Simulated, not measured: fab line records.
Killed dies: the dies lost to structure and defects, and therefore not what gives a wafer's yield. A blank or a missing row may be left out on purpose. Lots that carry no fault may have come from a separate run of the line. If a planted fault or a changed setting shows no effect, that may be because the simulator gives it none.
Which tool is to blame? || flow berkeley_cmos170 || 13 lots with 39 wafers sampled at 3 steps, on a route of 331 steps

== WHAT THE GAUGES READ, wafer by wafer ==
UCB170_V2_THK_MEAS_04.
{"lot": "L974", "measured": "day 7 21:42", "on": "film_metro-04", "V2_POLISHED_THK (nm)": "1001.4 999.3 999.9"}
{"lot": "L973", "measured": "day 7 22:24", "on": "film_metro-01", "V2_POLISHED_THK (nm)": "998.0 998.9 998.4"}
{"lot": "L971", "measured": "day 7 22:37", "on": "film_metro-03", "V2_POLISHED_THK (nm)": "1000.5 1002.7 1001.9"}
{"lot": "L977", "measured": "day 8 16:22", "on": "film_metro-04", "V2_POLISHED_THK (nm)": "1000.5 999.7 1001.6"}
{"lot": "L980", "measured": "day 9 12:29", "on": "film_metro-03", "V2_POLISHED_THK (nm)": "999.7 999.7 999.0"}
{"lot": "L982", "measured": "day 10 00:12", "on": "film_metro-01", "V2_POLISHED_THK (nm)": "1002.5 999.7 1001.0"}
{"lot": "L983", "measured": "day 10 09:59", "on": "film_metro-03", "V2_POLISHED_THK (nm)": "999.5 999.4 1000.7"}
{"lot": "L985", "measured": "day 10 10:21", "on": "film_metro-01", "V2_POLISHED_THK (nm)": "1000.4 1000.2 1000.6"}
{"lot": "L984", "measured": "day 10 10:37", "on": "film_metro-03", "V2_POLISHED_THK (nm)": "999.4 1000.1 1000.4"}
{"lot": "L987", "measured": "day 11 06:59", "on": "film_metro-01", "V2_POLISHED_THK (nm)": "999.3 999.5 999.1"}
{"lot": "L990", "measured": "day 11 23:41", "on": "film_metro-01", "V2_POLISHED_THK (nm)": "999.5 1000.0 1000.6"}
{"lot": "L993", "measured": "day 12 06:19", "on": "film_metro-03", "V2_POLISHED_THK (nm)": "1001.8 1002.2 1001.5"}
{"lot": "L994", "measured": "day 12 16:28", "on": "film_metro-01", "V2_POLISHED_THK (nm)": "1001.2 1002.2 1001.9"}

UCB170_V2_OVL_MEAS_13.
{"lot": "L974", "measured": "day 7 22:58", "on": "overlay-01", "V2_OVL (nm)": "2 -10 4"}
{"lot": "L973", "measured": "day 7 23:35", "on": "overlay-02", "V2_OVL (nm)": "2 -3 -5"}
{"lot": "L971", "measured": "day 7 23:56", "on": "overlay-01", "V2_OVL (nm)": "-8 2 -7"}
{"lot": "L977", "measured": "day 8 17:46", "on": "overlay-02", "V2_OVL (nm)": "-1 -13 -1"}
{"lot": "L980", "measured": "day 9 14:02", "on": "overlay-01", "V2_OVL (nm)": "5 -4 1"}
{"lot": "L982", "measured": "day 10 02:54", "on": "overlay-02", "V2_OVL (nm)": "0 -5 2"}
{"lot": "L983", "measured": "day 10 11:11", "on": "overlay-02", "V2_OVL (nm)": "-2 2 -3"}
{"lot": "L985", "measured": "day 10 11:34", "on": "overlay-02", "V2_OVL (nm)": "-3 0 -5"}
{"lot": "L984", "measured": "day 10 11:58", "on": "overlay-01", "V2_OVL (nm)": "-10 -1 -7"}
{"lot": "L987", "measured": "day 11 08:34", "on": "overlay-02", "V2_OVL (nm)": "-2 -2 -13"}
{"lot": "L990", "measured": "day 12 01:03", "on": "overlay-02", "V2_OVL (nm)": "3 -3 1"}
{"lot": "L993", "measured": "day 12 07:49", "on": "overlay-01", "V2_OVL (nm)": "-4 -11 7"}
{"lot": "L994", "measured": "day 12 17:40", "on": "overlay-02", "V2_OVL (nm)": "-8 -8 -8"}

UCB170_M3_THK_MEAS_03: measures by xrf.
{"lot": "L974", "measured": "day 7 23:40", "on": "film_metro-01", "M3_AL_THK (nm)": "905 903 904"}
{"lot": "L973", "measured": "day 8 00:18", "on": "film_metro-01", "M3_AL_THK (nm)": "921 916 902"}
{"lot": "L971", "measured": "day 8 00:38", "on": "film_metro-02", "M3_AL_THK (nm)": "923 917 916"}
{"lot": "L977", "measured": "day 8 18:28", "on": "film_metro-02", "M3_AL_THK (nm)": "925 922 919"}
{"lot": "L980", "measured": "day 9 14:56", "on": "film_metro-02", "M3_AL_THK (nm)": "899 906 900"}
{"lot": "L982", "measured": "day 10 03:37", "on": "film_metro-04", "M3_AL_THK (nm)": "906 919 897"}
{"lot": "L983", "measured": "day 10 11:54", "on": "film_metro-04", "M3_AL_THK (nm)": "896 905 900"}
{"lot": "L985", "measured": "day 10 12:16", "on": "film_metro-01", "M3_AL_THK (nm)": "901 899 902"}
{"lot": "L984", "measured": "day 10 12:40", "on": "film_metro-02", "M3_AL_THK (nm)": "903 899 914"}
{"lot": "L987", "measured": "day 11 09:16", "on": "film_metro-02", "M3_AL_THK (nm)": "919 907 919"}
{"lot": "L990", "measured": "day 12 01:45", "on": "film_metro-02", "M3_AL_THK (nm)": "913 905 908"}
{"lot": "L993", "measured": "day 12 08:33", "on": "film_metro-01", "M3_AL_THK (nm)": "907 911 908"}
{"lot": "L994", "measured": "day 12 18:22", "on": "film_metro-02", "M3_AL_THK (nm)": "922 919 930"}

== TOOL THAT RAN EACH LOT (tool first, then ch and the chambers of the sampled wafers, then the start) ==
There is no process step in the record ahead of these readings.

== WHAT THE TOOLS THEMSELVES READ (means of the sampled wafers that have a number; where no wafer has one, the mark that the record gives instead) ==
The record holds no such reading with a usual standard deviation.

== THE ANSWER, worked out from the rows above alone ==
Rule: the lots themselves supply what counts as usual. Put in order of their means at a reading, lots are off if they are a third of the lots or fewer, leave a main group of 4 or more, and stand apart from it by a gap of 3 or more times the standard deviation of the main group's means; of several such gaps the widest counts. Not used: any main group whose means are identical at the precision the tables above print for the reading. Also off: a lot with no number at a reading for which 4 or more lots have one. Where the step has rows for the other lots, those lots are counted as sound. After the gauges, taken in route order, come the tools' own readings; for these a lot's mean is taken, as printed above. The first step at which some lot is off is used, and at that step the reading that is off furthest; a lot without a number counts as furthest.
None of the lots is off at any reading shown; this tells nothing.

== WHAT THE SIMULATOR HAD PUT IN ==
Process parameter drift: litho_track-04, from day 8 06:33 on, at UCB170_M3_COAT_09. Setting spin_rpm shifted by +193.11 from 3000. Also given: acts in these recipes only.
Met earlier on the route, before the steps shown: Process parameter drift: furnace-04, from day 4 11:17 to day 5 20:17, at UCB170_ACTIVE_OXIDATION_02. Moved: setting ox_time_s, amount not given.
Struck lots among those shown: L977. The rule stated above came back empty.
